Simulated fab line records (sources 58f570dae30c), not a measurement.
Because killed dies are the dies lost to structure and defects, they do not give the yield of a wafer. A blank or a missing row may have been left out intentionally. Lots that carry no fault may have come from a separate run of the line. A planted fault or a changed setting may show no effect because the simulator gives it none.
Split-lot experiment / flow berkeley-cmos170 / 5 lots, 23 wafers read, on a route of 331 steps

== THE SPLIT ITSELF ==
At UCB170_NSD_EXPOSE_03 (exposes mask NSELECT MOD, target cd 1200 nm), the setting dose-mj was moved away from the recipe's 30 on 11 of the 23 wafers read, by -4.6% to +4.8%. For the rest of the wafers, this setting stayed at what the recipe calls for.

== FROM THE SPLIT TO THE READING: what the file shows between them, 2 steps ==
- UCB170_NSD_PEB_04
- UCB170_NSD_DEVELOP_05: develop time 45 s

== THE READING ==
At UCB170_NSD_CD_MEAS_06: cd-nm in nanometres, against a target cd of 1200 nm. Typical for fault-free wafers on this fab line: 1199.7 nm, with standard deviation 1.1 nm.

wafer=L077.1; tool, chamber at the split=krf-scanner-02, 0; dose-mj as run=30; against the recipe=recipe; cd-nm, nm=1198.3; against lot-mates on the recipe=-
wafer=L077.3; tool, chamber at the split=krf-scanner-02, 0; dose-mj as run=30; against the recipe=recipe; cd-nm, nm=1199.2; against lot-mates on the recipe=-
wafer=L077.6; tool, chamber at the split=krf-scanner-02, 0; dose-mj as run=30; against the recipe=recipe; cd-nm, nm=1199.9; against lot-mates on the recipe=-
wafer=L079.1; tool, chamber at the split=krf-scanner-02, 0; dose-mj as run=31.44; against the recipe=+4.8%; cd-nm, nm=1205.9; against lot-mates on the recipe=+6.8
wafer=L079.2; tool, chamber at the split=krf-scanner-02, 0; dose-mj as run=30; against the recipe=recipe; cd-nm, nm=1199.4; against lot-mates on the recipe=-
wafer=L079.3; tool, chamber at the split=krf-scanner-02, 0; dose-mj as run=31.44; against the recipe=+4.8%; cd-nm, nm=1206.9; against lot-mates on the recipe=+7.8
wafer=L079.4; tool, chamber at the split=krf-scanner-02, 0; dose-mj as run=30; against the recipe=recipe; cd-nm, nm=1198.7; against lot-mates on the recipe=-
wafer=L079.6; tool, chamber at the split=krf-scanner-02, 0; dose-mj as run=31.44; against the recipe=+4.8%; cd-nm, nm=1208.4; against lot-mates on the recipe=+9.3
wafer=L078.1; tool, chamber at the split=krf-scanner-01, 0; dose-mj as run=30.6; against the recipe=+2.0%; cd-nm, nm=1203.6; against lot-mates on the recipe=+3.8
wafer=L078.2; tool, chamber at the split=krf-scanner-01, 0; dose-mj as run=30.6; against the recipe=+2.0%; cd-nm, nm=1203.3; against lot-mates on the recipe=+3.5
wafer=L078.3; tool, chamber at the split=krf-scanner-01, 0; dose-mj as run=30; against the recipe=recipe; cd-nm, nm=1200.3; against lot-mates on the recipe=-
wafer=L078.5; tool, chamber at the split=krf-scanner-01, 0; dose-mj as run=30.6; against the recipe=+2.0%; cd-nm, nm=1204.1; against lot-mates on the recipe=+4.3
wafer=L078.6; tool, chamber at the split=krf-scanner-01, 0; dose-mj as run=30; against the recipe=recipe; cd-nm, nm=1199.3; against lot-mates on the recipe=-
wafer=L081.1; tool, chamber at the split=krf-scanner-02, 0; dose-mj as run=30; against the recipe=recipe; cd-nm, nm=1199.0; against lot-mates on the recipe=-
wafer=L081.3; tool, chamber at the split=krf-scanner-02, 0; dose-mj as run=31.14; against the recipe=+3.8%; cd-nm, nm=1206.8; against lot-mates on the recipe=+7.3
wafer=L081.4; tool, chamber at the split=krf-scanner-02, 0; dose-mj as run=30; against the recipe=recipe; cd-nm, nm=1200.1; against lot-mates on the recipe=-
wafer=L081.5; tool, chamber at the split=krf-scanner-02, 0; dose-mj as run=31.14; against the recipe=+3.8%; cd-nm, nm=1206.7; against lot-mates on the recipe=+7.2
wafer=L081.6; tool, chamber at the split=krf-scanner-02, 0; dose-mj as run=30; against the recipe=recipe; cd-nm, nm=1199.4; against lot-mates on the recipe=-
wafer=L083.1; tool, chamber at the split=krf-scanner-01, 0; dose-mj as run=28.62; against the recipe=-4.6%; cd-nm, nm=1189.6; against lot-mates on the recipe=-10.1
wafer=L083.3; tool, chamber at the split=krf-scanner-01, 0; dose-mj as run=30; against the recipe=recipe; cd-nm, nm=1199.0; against lot-mates on the recipe=-
wafer=L083.4; tool, chamber at the split=krf-scanner-01, 0; dose-mj as run=28.62; against the recipe=-4.6%; cd-nm, nm=1190.9; against lot-mates on the recipe=-8.8
wafer=L083.5; tool, chamber at the split=krf-scanner-01, 0; dose-mj as run=28.62; against the recipe=-4.6%; cd-nm, nm=1191.5; against lot-mates on the recipe=-8.2
wafer=L083.6; tool, chamber at the split=krf-scanner-01, 0; dose-mj as run=30; against the recipe=recipe; cd-nm, nm=1200.4; against lot-mates on the recipe=-

FIT RESULTS
A straight line over all 23 wafers: cd-nm changes by +1.8 nm for each +1% of dose-mj; r = +0.99; the points scatter about the line by 0.85 nm.
The same after taking each lot's own level away (the mean of its wafers on the recipe; 23 wafers): +1.85 nm for each +1%; r = +0.99; scatter 0.75 nm.
That fit puts the effect of the largest move of dose-mj on the reading at 8.9 nm.
From 1199.05 to 1199.80 nm: that is the span of the lots' own levels, equal to 0.7 times the standard deviation above.
Consequently the slope shifts little with the lot-to-lot level, the two slopes agreeing.
Check: with one of the wafers moved furthest among these (+4.8%) left out of the fit, the line predicts +9.06 nm for it against its lot-mates. It came out at +6.85 nm against them.

== ADDITIONAL SPLITS CARRIED BY THESE WAFERS ==
These wafers also went through other splits before the reading. Each is held against what the fit with the lots' levels taken away leaves over:
other split on the same wafers=UCB170_GATE_PEB_10 peb-temp-c; wafers away from the commonest value=8; r with cd-nm (lot level and that fit taken away)=+0.31
other split on the same wafers=UCB170_NLDD_COAT_01 resist-thk-nm; wafers away from the commonest value=8; r with cd-nm (lot level and that fit taken away)=-0.10
other split on the same wafers=UCB170_NLDD_PEB_04 peb-temp-c; wafers away from the commonest value=9; r with cd-nm (lot level and that fit taken away)=-0.02

== THE FILE'S OWN FIT ==
cd-nm changes by +1.84 nm for each +1% of dose-mj, r = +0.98.
